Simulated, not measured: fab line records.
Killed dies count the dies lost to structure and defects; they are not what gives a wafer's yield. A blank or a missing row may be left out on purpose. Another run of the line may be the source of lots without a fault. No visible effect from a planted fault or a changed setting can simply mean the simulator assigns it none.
What tool caused it?	flow berkeleyCmos170	42 wafers from 14 lots sampled at 4 of the route's 331 steps

## WHAT THE GAUGES SHOWED, per wafer
UCB170_V2_OVL_MEAS_13.
lot	measured	on	V2_OVL (nm)
L871	day 9 02:36	overlay-01	4 -2 6
L872	day 10 04:10	overlay-01	8 2 1
L873	day 10 05:20	overlay-01	-2 0 3
L877	day 11 03:38	overlay-02	7 -4 1
L878	day 11 08:08	overlay-02	- - -
L876	day 11 08:20	overlay-01	- - -
L879	day 11 19:39	overlay-01	-2 -5 9
L884	day 12 01:26	overlay-01	5 -4 4
L885	day 12 02:16	overlay-02	-4 3 7
L887	day 12 06:53	overlay-02	-13 1 -7
L890	day 13 05:01	overlay-01	11 4 10
L889	day 13 05:44	overlay-01	8 1 5
L888	day 13 08:52	overlay-02	1 4 7
L892	day 13 09:28	overlay-02	9 11 3

## WHAT TOOL EACH LOT RAN ON (gives the tool, then ch and the chambers of the sampled wafers, and finally the start)
lot	UCB170_M2_STRIP_07	UCB170_M2_ETCH_17	UCB170_V2_PEB_10
L871	plasmaAsher-02 ch 0,1, day 8 22:25	rieDiel-01 ch 0,1,3, day 8 23:41	lithoTrack-02 ch 0, day 9 02:13
L872	plasmaAsher-02 ch 0,1, day 9 22:53	rieDiel-02 ch 0,3, day 10 00:40	lithoTrack-03 ch 0, day 10 03:47
L873	plasmaAsher-01 ch 0, day 9 23:03	rieDiel-03 ch 0,2,3, day 10 00:56	lithoTrack-03 ch 0, day 10 04:00
L877	plasmaAsher-01 ch 0,1, day 10 20:14	rieDiel-03 ch 0,2,3, day 10 23:36	lithoTrack-04 ch 0, day 11 03:16
L878	plasmaAsher-01 ch 0,1, day 10 23:27	rieDiel-01 ch 1,2,3, day 11 02:59	lithoTrack-03, day 11 07:00
L876	plasmaAsher-02 ch 0, day 11 00:10	rieDiel-01 ch 2,3, day 11 03:15	lithoTrack-02, day 11 07:00
L879	plasmaAsher-02 ch 0,1, day 11 14:01	rieDiel-01 ch 2,3, day 11 15:32	lithoTrack-03 ch 0, day 11 19:00
L884	plasmaAsher-01 ch 0, day 11 19:04	rieDiel-01 ch 0,2,3, day 11 22:02	lithoTrack-02 ch 0, day 12 01:03
L885	plasmaAsher-04 ch 0,1, day 11 19:28	rieDiel-02 ch 0,1,2, day 11 22:45	lithoTrack-03 ch 0, day 12 01:54
L887	plasmaAsher-02 ch 0,1, day 12 02:40	rieDiel-02 ch 0,2, day 12 04:26	lithoTrack-02 ch 0, day 12 06:31
L890	plasmaAsher-01 ch 0,1, day 12 22:29	rieDiel-02 ch 0,2, day 13 01:32	lithoTrack-03 ch 0, day 13 04:40
L889	plasmaAsher-04 ch 0,1, day 12 23:14	rieDiel-01 ch 1,3, day 13 02:12	lithoTrack-03 ch 0, day 13 05:20
L888	plasmaAsher-02 ch 0,1, day 13 02:49	rieDiel-02 ch 1,2,3, day 13 05:37	lithoTrack-02 ch 0, day 13 08:31
L892	plasmaAsher-01 ch 0,1, day 13 03:27	rieDiel-01 ch 0,1,3, day 13 05:53	lithoTrack-03 ch 0, day 13 09:05
- UCB170_M2_STRIP_07: strips in O2.
- UCB170_M2_ETCH_17: etches BARC in N2/H2.
- UCB170_V2_PEB_10

## AS READ BY THE TOOLS THEMSELVES (means over the sampled wafers that have a number; for cases with no such wafer, the mark the record gives instead)
UCB170_M2_STRIP_07.
lot	tool	drypumpMotorCurrentA (A)	oesProductAu (a.u.)	stripTimeToEndpointS (s)
L871	plasmaAsher-02	6.0	0.734	22.04
L872	plasmaAsher-02	6.0	0.732	22.04
L873	plasmaAsher-01	5.2	0.736	21.97
L877	plasmaAsher-01	5.6	0.735	22.02
L878	plasmaAsher-01	5.4	0.735	21.94
L876	plasmaAsher-02	5.9	0.732	22.07
L879	plasmaAsher-02	6.0	0.733	22.08
L884	plasmaAsher-01	5.2	0.731	22.00
L885	plasmaAsher-04	5.4	0.736	22.00
L887	plasmaAsher-02	6.0	0.735	21.88
L890	plasmaAsher-01	5.5	0.735	22.06
L889	plasmaAsher-04	5.5	0.733	21.99
L888	plasmaAsher-02	6.0	0.734	22.02
L892	plasmaAsher-01	5.6	0.739	21.98

UCB170_M2_ETCH_17.
lot	tool	drypumpMotorCurrentA (A)	n2FlowSccm (sccm)	oesProductAu (a.u.)	throttleValvePct (%)
L871	rieDiel-01	5.9	99.98	0.993	13.47
L872	rieDiel-02	5.0	100.06	1.026	13.03
L873	rieDiel-03	5.7	100.24	1.003	13.35
L877	rieDiel-03	5.7	99.95	1.003	13.36
L878	rieDiel-01	6.1	99.84	0.991	13.46
L876	rieDiel-01	6.3	99.99	0.989	13.41
L879	rieDiel-01	6.1	100.06	1.000	13.37
L884	rieDiel-01	6.0	100.01	0.984	13.38
L885	rieDiel-02	5.4	99.67	0.999	13.24
L887	rieDiel-02	5.0	100.05	1.021	13.14
L890	rieDiel-02	5.2	100.21	1.000	13.30
L889	rieDiel-01	5.9	99.71	1.004	13.56
L888	rieDiel-02	5.7	100.51	0.984	13.27
L892	rieDiel-01	5.9	99.90	1.000	13.46

UCB170_V2_PEB_10.
lot	tool	chillPlateTempC (C)	exhaustPa (Pa)
L871	lithoTrack-02	23.02	45.3
L872	lithoTrack-03	23.23	45.0
L873	lithoTrack-03	22.91	44.7
L877	lithoTrack-04	23.01	43.8
L878	lithoTrack-03	-	-
L876	lithoTrack-02	-	-
L879	lithoTrack-03	23.04	44.7
L884	lithoTrack-02	22.85	44.6
L885	lithoTrack-03	23.02	46.3
L887	lithoTrack-02	23.06	45.7
L890	lithoTrack-03	22.81	45.6
L889	lithoTrack-03	23.00	44.0
L888	lithoTrack-02	23.07	45.3
L892	lithoTrack-03	23.12	44.2

## THE ANSWER, worked out from the rows above alone
Rule: the lots themselves supply what counts as usual. Put in order of their means at a reading, lots are off if they are a third of the lots or fewer, leave a main group of 4 or more, and stand apart from it by a gap of 3 or more times the standard deviation of the main group's means; of several such gaps the widest counts. A main group whose means are all the same, to the digits that the tables above print for the reading, isn't used. Also off: a lot with no number at a reading for which 4 or more lots have one. All remaining lots with rows at the step are treated as sound. First the gauges in route order, then the tools' own readings, where a lot's mean is used as printed above. At the first step where some lot is off, the reading lying furthest off is the one used; lots without a number count as furthest.
Off: L878, L876, seen at UCB170_V2_OVL_MEAS_13 (V2_OVL). Without a number there: L878, L876. The main group: mean 3 nm, standard deviation 3.6.
If a tool, at a process step before that reading, ran all the lots that are off and no sound lot after the first of them, it fits. Not tried: the gauges at UCB170_V2_OVL_MEAS_13; whatever is off there is also off at UCB170_V2_PEB_10, on other tools, and gauge error can't account for it. None of those tried fits.

## WHAT THE SIMULATOR PUT IN
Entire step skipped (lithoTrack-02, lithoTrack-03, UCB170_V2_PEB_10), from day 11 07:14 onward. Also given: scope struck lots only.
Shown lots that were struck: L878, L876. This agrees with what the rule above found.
